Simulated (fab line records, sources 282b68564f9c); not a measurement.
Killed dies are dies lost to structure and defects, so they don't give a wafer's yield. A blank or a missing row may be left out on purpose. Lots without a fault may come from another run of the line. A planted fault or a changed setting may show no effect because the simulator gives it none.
Which tool did it? | flow rit_cmos | 13 lots, 39 wafers sampled, at 5 steps of a route of 202

WHAT THE GAUGES READ, wafer by wafer
RIT_WELLDRIVE_RS_MEAS_01: measures by four-point-probe.
lot  | measured    | on            | NWELL_RS (ohm/sq)
L462 | day 2 14:13 | film_metro-02 | 276.2 275.4 275.3
L463 | day 2 19:53 | film_metro-01 | 274.7 275.0 275.5
L464 | day 3 02:01 | film_metro-01 | 275.2 275.1 276.1
L465 | day 3 07:01 | film_metro-01 | 275.8 275.3 275.5
L467 | day 3 15:52 | film_metro-01 | 274.3 275.2 275.1
L468 | day 4 01:58 | film_metro-03 | 276.8 276.1 275.4
L469 | day 4 06:41 | film_metro-02 | 275.4 275.9 276.2
L470 | day 4 06:43 | film_metro-03 | 277.1 276.4 276.6
L472 | day 4 17:01 | film_metro-03 | 278.1 277.8 277.5
L473 | day 4 20:56 | film_metro-02 | 275.5 274.8 275.6
L474 | day 5 03:36 | film_metro-02 | 275.7 276.2 276.5
L475 | day 5 09:12 | film_metro-01 | 275.9 276.1 275.4
L483 | day 7 00:02 | film_metro-02 | 274.3 274.1 274.4

RIT_PLDD_OVL_MEAS_06.
lot  | measured    | on         | PLDD_OVL (nm)
L462 | day 3 04:34 | overlay-01 | 0.4 -0.9 0.2
L463 | day 3 11:54 | overlay-01 | -0.9 -0.2 -1.2
L464 | day 3 19:04 | overlay-02 | -1.6 0.4 1.6
L465 | day 3 21:57 | overlay-01 | 2.1 2.2 -0.1
L467 | day 4 06:44 | overlay-02 | -0.5 -0.1 -1.5
L468 | day 4 16:41 | overlay-01 | -0.1 0.9 -0.6
L469 | day 4 22:34 | overlay-02 | 1.4 1.1 1.9
L470 | day 4 22:00 | overlay-02 | 1.9 1.7 0.9
L472 | day 5 08:47 | overlay-01 | -2.4 0.3 -2.7
L473 | day 5 13:24 | overlay-01 | 0.3 -0.8 0.5
L474 | day 5 17:56 | overlay-01 | 0.9 1.8 2.0
L475 | day 6 02:18 | overlay-02 | 0.1 0.7 0.0
L483 | day 7 14:11 | overlay-01 | 1.5 1.2 -1.0

RIT_PLDD_TW_MEAS_10.
lot  | measured    | on            | PLDD_TW
L462 | day 3 05:05 | film_metro-04 | 2360 2368 2366
L463 | day 3 12:25 | film_metro-04 | 2355 2379 2367
L464 | day 3 19:35 | film_metro-02 | 2327 2345 2333
L465 | day 3 22:28 | film_metro-01 | 2329 2343 2333
L467 | day 4 07:24 | film_metro-01 | 2367 2361 2359
L468 | day 4 17:12 | film_metro-02 | 2329 2338 2327
L469 | day 4 23:05 | film_metro-02 | 2334 2335 2349
L470 | day 4 22:31 | film_metro-02 | 2337 2327 2328
L472 | day 5 09:18 | film_metro-04 | 2349 2340 2339
L473 | day 5 13:55 | film_metro-04 | 2346 2339 2338
L474 | day 5 18:27 | film_metro-01 | 2351 2352 2356
L475 | day 6 02:49 | film_metro-04 | 30 30 30
L483 | day 7 14:42 | film_metro-01 | 2364 2358 2349

WHICH TOOL RAN EACH LOT (tool, then ch and the chambers of the sampled wafers, then the start)
lot  | RIT_GATE_STRIP_20                   | RIT_NLDD_STRIP_09
L462 | plasma_asher-02 ch 0,1, day 2 22:45 | plasma_asher-03 ch 0,1, day 3 03:29
L463 | plasma_asher-01 ch 0,1, day 3 04:02 | plasma_asher-03 ch 0,1, day 3 10:49
L464 | plasma_asher-01 ch 1, day 3 11:51   | plasma_asher-03 ch 0,1, day 3 17:59
L465 | plasma_asher-04 ch 0,1, day 3 15:12 | plasma_asher-01 ch 0,1, day 3 20:44
L467 | plasma_asher-04 ch 1, day 4 00:29   | plasma_asher-04 ch 0,1, day 4 05:34
L468 | plasma_asher-02 ch 1, day 4 10:34   | plasma_asher-01 ch 0,1, day 4 15:36
L469 | plasma_asher-01 ch 0,1, day 4 17:02 | plasma_asher-03 ch 1, day 4 21:29
L470 | plasma_asher-02 ch 0,1, day 4 16:08 | plasma_asher-04 ch 0,1, day 4 20:47
L472 | plasma_asher-02 ch 0,1, day 5 02:54 | plasma_asher-03 ch 0,1, day 5 07:34
L473 | plasma_asher-01 ch 0,1, day 5 07:37 | plasma_asher-03 ch 0,1, day 5 12:19
L474 | plasma_asher-04 ch 0,1, day 5 12:07 | plasma_asher-03 ch 1, day 5 16:43
L475 | plasma_asher-02 ch 0,1, day 5 19:40 | plasma_asher-03 ch 0,1, day 6 01:05
L483 | plasma_asher-02 ch 0,1, day 7 08:19 | plasma_asher-01 ch 0,1, day 7 12:59
- RIT_GATE_STRIP_20: strips in O2, time 180 s.
- RIT_NLDD_STRIP_09: strips in O2, time 180 s.

WHAT THE TOOLS THEMSELVES READ (means of the sampled wafers that have a number; where no wafer has one, the mark that the record gives instead)
RIT_GATE_STRIP_20.
lot  | tool            | drypump_motor_current_A (A) | run_length_s (s)
L462 | plasma_asher-02 | 6.3                         | 208.1
L463 | plasma_asher-01 | 5.2                         | 208.3
L464 | plasma_asher-01 | 4.8                         | 208.4
L465 | plasma_asher-04 | 5.4                         | 208.2
L467 | plasma_asher-04 | 5.0                         | 207.6
L468 | plasma_asher-02 | 6.5                         | 208.4
L469 | plasma_asher-01 | 5.2                         | 208.4
L470 | plasma_asher-02 | 6.2                         | 207.9
L472 | plasma_asher-02 | 6.3                         | 208.1
L473 | plasma_asher-01 | 5.0                         | 208.4
L474 | plasma_asher-04 | 5.8                         | 208.7
L475 | plasma_asher-02 | 6.2                         | 207.8
L483 | plasma_asher-02 | 6.3                         | 208.3

RIT_NLDD_STRIP_09.
lot  | tool            | drypump_motor_current_A (A) | run_length_s (s)
L462 | plasma_asher-03 | 5.2                         | 208.3
L463 | plasma_asher-03 | 5.4                         | 208.5
L464 | plasma_asher-03 | 5.2                         | 207.8
L465 | plasma_asher-01 | 5.2                         | 208.4
L467 | plasma_asher-04 | 5.8                         | 208.6
L468 | plasma_asher-01 | 5.2                         | 208.5
L469 | plasma_asher-03 | 4.9                         | 207.7
L470 | plasma_asher-04 | 5.8                         | 208.5
L472 | plasma_asher-03 | 5.2                         | 208.2
L473 | plasma_asher-03 | 5.5                         | 208.5
L474 | plasma_asher-03 | 4.9                         | 207.8
L475 | plasma_asher-03 | 5.4                         | 72.2
L483 | plasma_asher-01 | 5.2                         | 208.3

THE ANSWER, worked out from the rows above alone
Rule: what is usual is taken from the lots themselves. Put in order of their means at a reading, lots are off if they are a third of the lots or fewer, leave a main group of 4 or more, and stand apart from it by a gap of 3 or more times the standard deviation of the main group's means; of several such gaps the widest counts. A main group whose means are all the same, to the digits that the tables above print for the reading, isn't used. A lot without any number at a reading at which 4 lots or more have one is off too. The other lots that the step has rows for count as sound. The gauges are gone through in route order, then the tools' own readings, and for those a lot's mean is taken as printed above. The first step at which some lot is off is used, and at that step the reading that is off furthest; a lot without a number counts as furthest.
Off: L475, at RIT_PLDD_TW_MEAS_10 (PLDD_TW). The main group: mean 2347, standard deviation 13.
A tool fits if, at a process step before that reading, it ran every lot that is off, and no sound lot after the first of them. The gauges at RIT_PLDD_TW_MEAS_10 aren't tried: what is off there is off at RIT_NLDD_STRIP_09 too, on other tools, and a gauge's error can't cause that. One fits: plasma_asher-03 at RIT_NLDD_STRIP_09. Its last sound lot is L474 (day 5 16:43), its first lot that is off L475 (day 6 01:05): a fault that began between those two fits.
The tool's own readings at RIT_NLDD_STRIP_09 bear it out: on the lots that are off they differ by more than 5 times the standard deviation of the sound lots' means. run_length_s reads 72.2 s there against 208.3 s on the sound lots.

WHAT THE SIMULATOR HAD PUT IN
Strip aborted: plasma_asher-03, from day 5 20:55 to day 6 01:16, at RIT_NLDD_STRIP_09. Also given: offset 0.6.
Lots struck among those shown: L475. The rule above found the same.
